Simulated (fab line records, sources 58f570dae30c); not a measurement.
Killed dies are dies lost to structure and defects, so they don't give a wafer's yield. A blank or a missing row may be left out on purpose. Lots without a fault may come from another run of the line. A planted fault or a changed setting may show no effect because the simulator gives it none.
Which tool did it? | flow berkeley_cmos170 | 15 lots, 45 wafers sampled, at 4 steps of a route of 331

WHAT THE GAUGES READ, wafer by wafer
UCB170_NWELL_THK_MEAS_05. Usual: NWELL_NITRIDE_THK 217.2 nm, standard deviation 1.6.
lot  | measured    | on            | NWELL_NITRIDE_THK (nm) | flag
L355 | day 3 00:09 | film_metro-02 | 216.0 215.9 215.4      |
L356 | day 3 04:40 | film_metro-04 | 220.0 218.6 218.4      |
L357 | day 3 13:40 | film_metro-04 | 215.7 216.5 217.5      |
L358 | day 3 22:44 | film_metro-01 | 219.4 219.1 218.2      |
L359 | day 4 03:33 | film_metro-01 | 217.8 216.5 217.0      |
L360 | day 4 05:49 | film_metro-04 | 218.3 221.7 220.6      |
L361 | day 4 13:04 | film_metro-04 | 216.6 217.2 217.4      |
L363 | day 4 21:29 | film_metro-04 | 215.6 215.9 213.6      |
L365 | day 5 06:53 | film_metro-04 | 216.0 215.6 215.3      |
L368 | day 5 22:01 | film_metro-02 | 216.0 217.0 216.7      |
L369 | day 6 06:59 | film_metro-04 | 218.2 218.1 219.8      |
L370 | day 6 07:03 | film_metro-04 | 216.6 217.5 216.9      |
L371 | day 6 14:24 | film_metro-04 | 216.6 218.7 216.5      |
L373 | day 6 22:28 | film_metro-02 | 217.6 217.6 216.9      |
L374 | day 7 04:13 | film_metro-04 | 216.4 213.1 213.3      |

UCB170_WELLDRIVE_THK_MEAS_02. Usual: WELLDRIVE_OXIDE_THK 197 nm, standard deviation 3.6.
lot  | measured    | on            | WELLDRIVE_OXIDE_THK (nm) | flag
L355 | day 4 08:38 | film_metro-04 | 197 199 198              |
L356 | day 4 14:14 | film_metro-04 | 201 203 206              |
L357 | day 4 21:55 | film_metro-04 | 204 201 202              |
L358 | day 5 07:29 | film_metro-04 | 195 199 197              |
L359 | day 5 07:29 | film_metro-03 | 194 195 199              |
L360 | day 5 07:29 | film_metro-02 | 195 192 194              |
L361 | day 5 18:37 | film_metro-04 | 193 191 192              |
L363 | day 6 02:29 | film_metro-04 | 195 192 195              |
L365 | day 6 10:40 | film_metro-04 | 196 201 200              |
L371 | day 7 18:59 | film_metro-02 | 200 199 200              |
L373 | day 8 06:54 | film_metro-02 | 199 198 201              |
L374 | day 8 06:55 | film_metro-03 | 199 204 199              |

WHICH TOOL RAN EACH LOT (tool, then ch and the chambers of the sampled wafers, then the start)
lot  | UCB170_PWELL_ANNEAL_04       | UCB170_PWELL_ETCH_14
L355 | furnace-03 ch 0, day 3 15:50 | rie_diel-01 ch 0,3, day 3 19:56
L356 | furnace-04 ch 0, day 3 20:14 | rie_diel-01 ch 0,1,2, day 4 02:29
L357 | furnace-04 ch 0, day 4 05:14 | rie_diel-01 ch 1,2,3, day 4 10:50
L358 | furnace-04 ch 0, day 4 14:14 | rie_diel-01 ch 1,2,3, day 4 18:31
L359 | furnace-04 ch 0, day 4 14:14 | rie_diel-03 ch 0,1,3, day 4 18:47
L360 | furnace-04 ch 0, day 4 14:14 | rie_diel-02 ch 0,1, day 4 18:55
L361 | furnace-04 ch 0, day 5 04:05 | rie_diel-01 ch 0,1,2, day 5 08:11
L363 | furnace-03 ch 0, day 5 11:22 | rie_diel-02 ch 1,2,3, day 5 15:48
L365 | furnace-03 ch 0, day 5 20:04 | rie_diel-02 ch 2,3, day 6 00:17
L368 | furnace-04, day 6 09:59      | rie_diel-03 ch 0,2, day 6 14:19
L369 | furnace-04, day 6 18:20      | rie_diel-01 ch 0,1,3, day 6 23:37
L370 | furnace-04, day 6 18:20      | rie_diel-02 ch 0,2, day 6 23:26
L371 | furnace-02 ch 0, day 7 02:16 | rie_diel-01 ch 0,2,3, day 7 07:19
L373 | furnace-04 ch 0, day 7 13:55 | rie_diel-03 ch 0,2,3, day 7 18:59
L374 | furnace-04 ch 0, day 7 13:55 | rie_diel-01 ch 1,2,3, day 7 18:41
- UCB170_PWELL_ANNEAL_04: time 900 s.
- UCB170_PWELL_ETCH_14: etches Si3N4 in CH3F/Ar/O2, stops on SiO2, target depth 242 nm, time 151 s.

WHAT THE TOOLS THEMSELVES READ (means of the sampled wafers that have a number; where no wafer has one, the mark that the record gives instead)
UCB170_PWELL_ANNEAL_04. Usual: spike_tc_centre_C 1002.6 C, standard deviation 1.1; spike_tc_load_C 1027.8 C, standard deviation 1.1; tube_center_temp_C_max 1002.6, standard deviation 0.43.
lot  | tool       | spike_tc_centre_C (C) | spike_tc_load_C (C) | tube_center_temp_C_max | flag
L355 | furnace-03 | 1001.2                | 1028.0              | 1002.5                 |
L356 | furnace-04 | 1002.6                | 1028.4              | 1002.6                 |
L357 | furnace-04 | 1002.3                | 1026.9              | 1003.3                 |
L358 | furnace-04 | 1003.0                | 1027.5              | 1002.7                 |
L359 | furnace-04 | 1003.9                | 1027.1              | 1002.5                 |
L360 | furnace-04 | 1003.7                | 1027.3              | 1003.0                 |
L361 | furnace-04 | 1002.8                | 1026.9              | 1002.3                 |
L363 | furnace-03 | 1003.2                | 1028.6              | 1002.4                 |
L365 | furnace-03 | 1002.3                | 1029.1              | 1002.9                 |
L368 | furnace-04 | -                     | -                   | -                      | OFF
L369 | furnace-04 | -                     | -                   | -                      | OFF
L370 | furnace-04 | -                     | -                   | -                      | OFF
L371 | furnace-02 | 1002.0                | 1027.3              | 1002.3                 |
L373 | furnace-04 | 1003.4                | 1027.8              | 1002.6                 |
L374 | furnace-04 | 1002.6                | 1026.7              | 1002.8                 |

UCB170_PWELL_ETCH_14. Usual: CH3F_flow_sccm 20.00 sccm, standard deviation 0.063; drypump_motor_current_A 5.6 A, standard deviation 0.44; oes_product_au 0.939 a.u., standard deviation 0.015; rf_fwd_power_W 447.9 W, standard deviation 1.6; throttle_valve_pct 7.99 %, standard deviation 0.11.
lot  | tool        | CH3F_flow_sccm (sccm) | drypump_motor_current_A (A) | oes_product_au (a.u.) | rf_fwd_power_W (W) | throttle_valve_pct (%) | flag
L355 | rie_diel-01 | 20.03                 | 5.8                         | 0.962                 | 445.8              | 7.88                   |
L356 | rie_diel-01 | 20.03                 | 5.3                         | 0.946                 | 448.5              | 8.08                   |
L357 | rie_diel-01 | 20.04                 | 5.3                         | 0.948                 | 447.6              | 7.99                   |
L358 | rie_diel-01 | 20.00                 | 5.3                         | 0.938                 | 450.0              | 7.99                   |
L359 | rie_diel-03 | 19.97                 | 5.9                         | 0.931                 | 448.3              | 7.90                   |
L360 | rie_diel-02 | 19.98                 | 5.5                         | 0.941                 | 447.4              | 8.04                   |
L361 | rie_diel-01 | 19.97                 | 5.3                         | 0.940                 | 446.7              | 8.09                   |
L363 | rie_diel-02 | 20.04                 | 5.6                         | 0.923                 | 448.0              | 8.04                   |
L365 | rie_diel-02 | 20.06                 | 5.7                         | 0.921                 | 449.5              | 8.02                   |
L368 | rie_diel-03 | 19.92                 | 5.3                         | 0.930                 | 447.7              | 7.94                   |
L369 | rie_diel-01 | 20.02                 | 5.6                         | 0.935                 | 448.0              | 7.98                   |
L370 | rie_diel-02 | 20.02                 | 5.8                         | 0.917                 | 449.5              | 8.03                   |
L371 | rie_diel-01 | 19.97                 | 5.5                         | 0.945                 | 447.5              | 7.99                   |
L373 | rie_diel-03 | 19.97                 | 5.8                         | 0.940                 | 447.8              | 7.94                   |
L374 | rie_diel-01 | 20.01                 | 5.3                         | 0.958                 | 447.0              | 7.98                   |

THE ANSWER, worked out from the rows above alone
Rule: a lot is off if the mean of its wafers that have a number lies more than 3 standard deviations from the usual mean. A lot without any number at a reading at which 4 lots or more have one is off too. The other lots that the step has rows for count as sound. The gauges are gone through in route order, then the tools' own readings, and for those a lot's mean is taken as printed above. The first step at which some lot is off is used, and at that step the reading that is off furthest; a lot without a number counts as furthest.
Off: L368, L369, L370, at UCB170_PWELL_ANNEAL_04 (spike_tc_centre_C). Without a number there: L368, L369, L370.
A tool fits if, at that step or a process step before it, it ran every lot that is off, and no sound lot after the first of them. None of those tried fits.

WHAT THE SIMULATOR HAD PUT IN
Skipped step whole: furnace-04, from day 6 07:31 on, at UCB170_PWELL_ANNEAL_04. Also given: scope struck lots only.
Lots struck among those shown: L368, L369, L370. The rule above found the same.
